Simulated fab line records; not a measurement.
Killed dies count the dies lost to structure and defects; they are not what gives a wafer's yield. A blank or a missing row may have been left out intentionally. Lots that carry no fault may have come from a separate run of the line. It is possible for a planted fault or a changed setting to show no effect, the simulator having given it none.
Comparing a struck lot with a sound one    flow berkeleyCmos170    14 out of 331 route steps
Sound: the wafers L448.1, L448.2, L448.3. The struck wafers were L444.1, L444.3, L444.6. At the end, the cause is stated.
For every step that has rows: the tool of each side, followed by ch and its chambers, followed by its first start. Under that, the readings that differ: sound wafers    struck wafers    difference of the means    sigmas: that difference in standard deviations of wafers without a fault.
alike: a reading whose means differ by less than 2 such deviations, as well as words and numbers matching on both sides. not compared: withheld readings; readings where some wafer has no value; bounds like >300 that might hide an equal value; numbers whose values overlap and for which the record gives no deviation.
The two part at a step that has a row with sigmas, a row that says differs or no value, or rows on one side only. Numbers that don't overlap but have no deviation are shown without sigmas and don't part them. Lack of a reading on every wafer of one side parts them only where that side has two or more wafers.

UCB170_SILICIDE_RS_MEAS_02: the measuring method here is four-point-probe.
  sound on filmMetro-03, day 9 04:52; struck on filmMetro-01, day 9 05:29
  alike: SILICIDE_TI_RS
UCB170_SILICIDE_THK_MEAS_03: measures by xrf.
  sound on filmMetro-03, day 9 04:59; struck on filmMetro-01, day 9 05:36
  alike: SILICIDE_TI_THK
UCB170_SILICIDE_RTA_04: time 15 s.
  sound on rtpAnneal-02 ch 0, day 9 05:03; struck on rtpAnneal-02 ch 0, day 9 05:40
  alike: annealTempCMax, chamberO2Ppm, lampPowerPct, wafer_temp_C_max
then, 3 steps without rows for these wafers: UCB170_SILICIDE_WET_ETCH_05 (etches Ti in SPM, time 45 s); UCB170_CONTACT_CLEAN_00 (cleans in SPM, time 600 s); UCB170_CONTACT_CVD_01 (deposits PSG from SiH4/O2/PH3, target thk 700 nm, time 2820 s).
UCB170_CONTACT_THK_MEAS_02:
  sound on filmMetro-03, day 9 07:07; struck on filmMetro-04, day 9 08:55
  alike: CONTACT_PSG_THK
then, 3 steps without rows for these wafers: UCB170_CONTACT_HMDS_03 (prime time 60 s); UCB170_CONTACT_COAT_04 (resist thk 900 nm); UCB170_CONTACT_SOFTBAKE_05 (time 60 s).
UCB170_CONTACT_STRIP_06: strips in O2.
  sound on plasmaAsher-04 ch 0,1, day 9 07:37; struck on plasmaAsher-03 ch 0,1, day 9 09:30
  alike: drypumpMotorCurrentA, oesProductAu, stripTimeToEndpointS
  not compared: rfHoursCounterH
then, 1 step without rows for these wafers: UCB170_CONTACT_CLEAN_07 (cleans in SPM, time 600 s).
UCB170_CONTACT_RTA_08: time 10 s.
  struck on rtpAnneal-02, day 9 09:53; sound on rtpAnneal-02 ch 0, day 9 07:53
  no value came back on the struck wafers for annealTempCMax, chamberO2Ppm, lampPowerPct (%), wafer_temp_C_max; on the sound wafers annealTempCMax reads 902.6 901.7 902.4
next, for these wafers, 1 step has no rows: UCB170_CONTACT_COAT_09.

## WHERE THEY PART
Only at UCB170_CONTACT_RTA_08, as far as this record shows.

WHY: the cause the simulator had injected
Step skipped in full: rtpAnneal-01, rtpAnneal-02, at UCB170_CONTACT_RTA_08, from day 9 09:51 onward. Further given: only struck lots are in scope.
